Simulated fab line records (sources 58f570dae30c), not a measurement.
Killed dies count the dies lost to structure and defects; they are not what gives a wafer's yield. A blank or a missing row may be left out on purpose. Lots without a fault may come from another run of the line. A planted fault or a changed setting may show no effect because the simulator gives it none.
Which of the tools did it? / flow berkeley_cmos170 / 16 lots, 48 wafers sampled, at 2 steps of a route of 331

## WHAT EACH GAUGE READ, for each wafer
UCB170_CONTACT_OVL_MEAS_16.
lot=L651; measured=day 7 16:01; on=overlay-02; CONTACT_OVL (nm)=1 0 -13
lot=L652; measured=day 8 21:41; on=overlay-02; CONTACT_OVL (nm)=-3 -2 3
lot=L653; measured=day 9 14:05; on=overlay-01; CONTACT_OVL (nm)=2 -1 4
lot=L654; measured=day 9 14:33; on=overlay-02; CONTACT_OVL (nm)=-13 -9 -10
lot=L655; measured=day 9 14:47; on=overlay-01; CONTACT_OVL (nm)=-1 -6 5
lot=L656; measured=day 9 15:02; on=overlay-02; CONTACT_OVL (nm)=-2 -9 -8
lot=L657; measured=day 9 17:59; on=overlay-01; CONTACT_OVL (nm)=-3 0 -13
lot=L658; measured=day 9 18:01; on=overlay-01; CONTACT_OVL (nm)=-7 1 1
lot=L661; measured=day 10 03:46; on=overlay-02; CONTACT_OVL (nm)=-135 -128 -125
lot=L662; measured=day 10 12:25; on=overlay-02; CONTACT_OVL (nm)=2 -6 -1
lot=L663; measured=day 10 12:41; on=overlay-01; CONTACT_OVL (nm)=-124 -134 -130
lot=L664; measured=day 11 09:41; on=overlay-02; CONTACT_OVL (nm)=-135 -135 -128
lot=L666; measured=day 11 19:01; on=overlay-02; CONTACT_OVL (nm)=-132 -126 -127
lot=L668; measured=day 11 19:17; on=overlay-01; CONTACT_OVL (nm)=1 -7 -3
lot=L670; measured=day 12 13:46; on=overlay-02; CONTACT_OVL (nm)=3 6 6
lot=L674; measured=day 13 03:04; on=overlay-02; CONTACT_OVL (nm)=1 0 10

## EACH LOT AND THE TOOL THAT RAN IT (in order: tool; ch and the chambers of the sampled wafers; start)
lot=L651; UCB170_CONTACT_EXPOSE_12=krf_scanner-02 ch 0, day 7 15:31
lot=L652; UCB170_CONTACT_EXPOSE_12=krf_scanner-01 ch 0, day 8 21:10
lot=L653; UCB170_CONTACT_EXPOSE_12=krf_scanner-01 ch 0, day 9 13:34
lot=L654; UCB170_CONTACT_EXPOSE_12=krf_scanner-02 ch 0, day 9 14:03
lot=L655; UCB170_CONTACT_EXPOSE_12=krf_scanner-01 ch 0, day 9 14:17
lot=L656; UCB170_CONTACT_EXPOSE_12=krf_scanner-02 ch 0, day 9 14:32
lot=L657; UCB170_CONTACT_EXPOSE_12=krf_scanner-02 ch 0, day 9 17:09
lot=L658; UCB170_CONTACT_EXPOSE_12=krf_scanner-01 ch 0, day 9 17:27
lot=L661; UCB170_CONTACT_EXPOSE_12=krf_scanner-01 ch 0, day 10 02:37
lot=L662; UCB170_CONTACT_EXPOSE_12=krf_scanner-02 ch 0, day 10 11:53
lot=L663; UCB170_CONTACT_EXPOSE_12=krf_scanner-01 ch 0, day 10 12:07
lot=L664; UCB170_CONTACT_EXPOSE_12=krf_scanner-01 ch 0, day 11 08:31
lot=L666; UCB170_CONTACT_EXPOSE_12=krf_scanner-01 ch 0, day 11 18:23
lot=L668; UCB170_CONTACT_EXPOSE_12=krf_scanner-02 ch 0, day 11 18:45
lot=L670; UCB170_CONTACT_EXPOSE_12=krf_scanner-02 ch 0, day 12 13:16
lot=L674; UCB170_CONTACT_EXPOSE_12=krf_scanner-02 ch 0, day 13 02:34
- UCB170_CONTACT_EXPOSE_12: exposes mask CONT, target cd 700 nm.

## WHAT THE TOOLS THEMSELVES READ (means of the sampled wafers that have a number; where no wafer has one, the mark that the record gives instead)
UCB170_CONTACT_EXPOSE_12.
lot=L651; tool=krf_scanner-02; reticle_temp_C (C)=22.89
lot=L652; tool=krf_scanner-01; reticle_temp_C (C)=23.07
lot=L653; tool=krf_scanner-01; reticle_temp_C (C)=23.07
lot=L654; tool=krf_scanner-02; reticle_temp_C (C)=22.92
lot=L655; tool=krf_scanner-01; reticle_temp_C (C)=23.09
lot=L656; tool=krf_scanner-02; reticle_temp_C (C)=23.04
lot=L657; tool=krf_scanner-02; reticle_temp_C (C)=22.97
lot=L658; tool=krf_scanner-01; reticle_temp_C (C)=22.98
lot=L661; tool=krf_scanner-01; reticle_temp_C (C)=23.09
lot=L662; tool=krf_scanner-02; reticle_temp_C (C)=22.98
lot=L663; tool=krf_scanner-01; reticle_temp_C (C)=23.09
lot=L664; tool=krf_scanner-01; reticle_temp_C (C)=23.03
lot=L666; tool=krf_scanner-01; reticle_temp_C (C)=23.06
lot=L668; tool=krf_scanner-02; reticle_temp_C (C)=23.00
lot=L670; tool=krf_scanner-02; reticle_temp_C (C)=22.92
lot=L674; tool=krf_scanner-02; reticle_temp_C (C)=22.89

## THE ANSWER, worked out from the rows above alone
Rule: usual is defined by the lots themselves. Put in order of their means at a reading, lots are off if they are a third of the lots or fewer, leave a main group of 4 or more, and stand apart from it by a gap of 3 or more times the standard deviation of the main group's means; of several such gaps the widest counts. A main group is skipped when, at the precision printed for the reading in the tables above, its means are all equal. A lot without any number at a reading at which 4 lots or more have one is off too. The other lots that the step has rows for count as sound. First the gauges in route order, then the tools' own readings, where a lot's mean is used as printed above. At the first step where some lot is off, the reading lying furthest off is the one used; lots without a number count as furthest.
Off: L661, L663, L664, L666, seen at UCB170_CONTACT_OVL_MEAS_16 (CONTACT_OVL). The main group: mean -2 nm, standard deviation 4.2.
A tool fits if, at a process step before that reading, it ran every lot that is off, and no sound lot after the first of them. Those tools and the gauges at UCB170_CONTACT_OVL_MEAS_16 are tried in the same way. One candidate fits, namely krf_scanner-01 at UCB170_CONTACT_EXPOSE_12. Its last sound lot is L658 (day 9 17:27), its first lot that is off L661 (day 10 02:37): a fault that began between those two fits.

## WHAT WAS PUT IN BY THE SIMULATOR
Scanner matching overlay: krf_scanner-01, from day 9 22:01 on, at UCB170_CONTACT_EXPOSE_12. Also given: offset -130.
Struck lots among those shown: L661, L663, L664, L666. Same finding as the rule above.
